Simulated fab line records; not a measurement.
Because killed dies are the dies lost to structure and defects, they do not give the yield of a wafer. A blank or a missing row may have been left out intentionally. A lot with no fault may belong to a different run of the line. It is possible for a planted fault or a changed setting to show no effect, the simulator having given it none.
Split-lot trial | flow berkeley cmos170 | 23 wafers read across 5 lots, on a route 331 steps long

## ON THE SPLIT
At UCB170_V1_CVD_00 (deposits SiO2 from TEOS/O2, target thk 2000 nm, time 250 s), the setting time s was moved away from the recipe's 250 s on 7 of the 23 wafers read, by -11.3% to -8.6%. All remaining wafers had this setting at the recipe value.

No step appears in the file between the split and the reading.

## THE READING
At UCB170_V1_THK_MEAS_01: V1_TEOS_THK, given in nm. Fault-free wafers of this fab line usually give 2007 nm, standard deviation 26 nm.

wafer  | tool, chamber at the split | time s as run, s | against the recipe | V1_TEOS_THK, nm | against lot-mates on the recipe
L075.1 | pecvd-02, 2                | 250              | recipe             | 2000            | -
L075.2 | pecvd-02, 1                | 250              | recipe             | 1990            | -
L075.3 | pecvd-02, 0                | 250              | recipe             | 1990            | -
L074.1 | pecvd-04, 2                | 250              | recipe             | 1968            | -
L074.2 | pecvd-04, 1                | 250              | recipe             | 1992            | -
L074.4 | pecvd-04, 1                | 221.8            | -11.3%             | 1777            | -217
L074.5 | pecvd-04, 0                | 250              | recipe             | 2022            | -
L074.6 | pecvd-04, 2                | 221.8            | -11.3%             | 1778            | -216
L081.1 | pecvd-01, 0                | 250              | recipe             | 2014            | -
L081.2 | pecvd-01, 2                | 224.8            | -10.1%             | 1801            | -213
L081.4 | pecvd-01, 0                | 250              | recipe             | 2021            | -
L081.5 | pecvd-01, 2                | 224.8            | -10.1%             | 1830            | -184
L081.6 | pecvd-01, 1                | 250              | recipe             | 2007            | -
L080.1 | pecvd-04, 1,2,1            | 250              | recipe             | 2002            | -
L080.2 | pecvd-04, 0                | 250              | recipe             | 1986            | -
L080.3 | pecvd-04, 1,2,1            | 250              | recipe             | 2005            | -
L080.4 | pecvd-04, 1,2,1            | 250              | recipe             | 2049            | -
L080.5 | pecvd-04, 0                | 250              | recipe             | 2041            | -
L082.1 | pecvd-01, 1                | 228.4            | -8.6%              | 1813            | -192
L082.2 | pecvd-01, 0                | 250              | recipe             | 1972            | -
L082.3 | pecvd-01, 0,1              | 228.4            | -8.6%              | 1847            | -158
L082.4 | pecvd-01, 0,1              | 228.4            | -8.6%              | 1847            | -158
L082.6 | pecvd-01, 1                | 250              | recipe             | 2038            | -
Rows listing several chambers each stand for several wafers; the file does not say which wafer went through which chamber.

THE FIT
A straight line over all 23 wafers: V1_TEOS_THK changes by +19.7 nm for each +1% of time s; r = +0.97; the points scatter about the line by 22 nm.
The same after taking each lot's own level away (the mean of its wafers on the recipe; 23 wafers): +19.5 nm for each +1%; r = +0.98; scatter 19 nm.
The reading moves by 2.2e+02 nm for the largest change in time s, on that fit.
Measured against the standard deviation above, the lots' own levels, which go from 1993.3 to 2016.6 nm, span 0.9 times it.
The two slopes are in agreement: the lot-to-lot level therefore moves the slope only a little.
Check: with one of the wafers moved furthest among these (-11.3%) left out of the fit, the line predicts -220 nm for it against its lot-mates. It came out at -217 nm against them.

## OTHER SPLITS ON THESE WAFERS
Other splits were also applied to these wafers ahead of the reading. Each is held against what the fit with the lots' levels taken away leaves over:
other split on the same wafers | wafers away from the commonest value | r with V1_TEOS_THK (lot level and that fit taken away)
UCB170_M1_PEB_07 peb temp c    | 7                                    | -0.35

## THE WHOLE CHAIN: every reading that the file lists as answering this split, in the file's order
step                  | what it does                                               | reading                                                                   | change (the file's fit)              | r (the file's)
UCB170_V1_CVD_00      | deposits SiO2 from TEOS/O2, target thk 2000 nm, time 250 s | SiO2_of_V1_CVD_00.thk nm (the simulator's own value, which no gauge read) | +19.2 nm for each +1% of the setting | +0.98
UCB170_V1_THK_MEAS_01 |                                                            | V1_TEOS_THK                                                               | +19.5 for each +1% of the setting    | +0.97

## THE FILE'S OWN FIT
V1_TEOS_THK changes by +19.5 nm for each +1% of time s, r = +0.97.
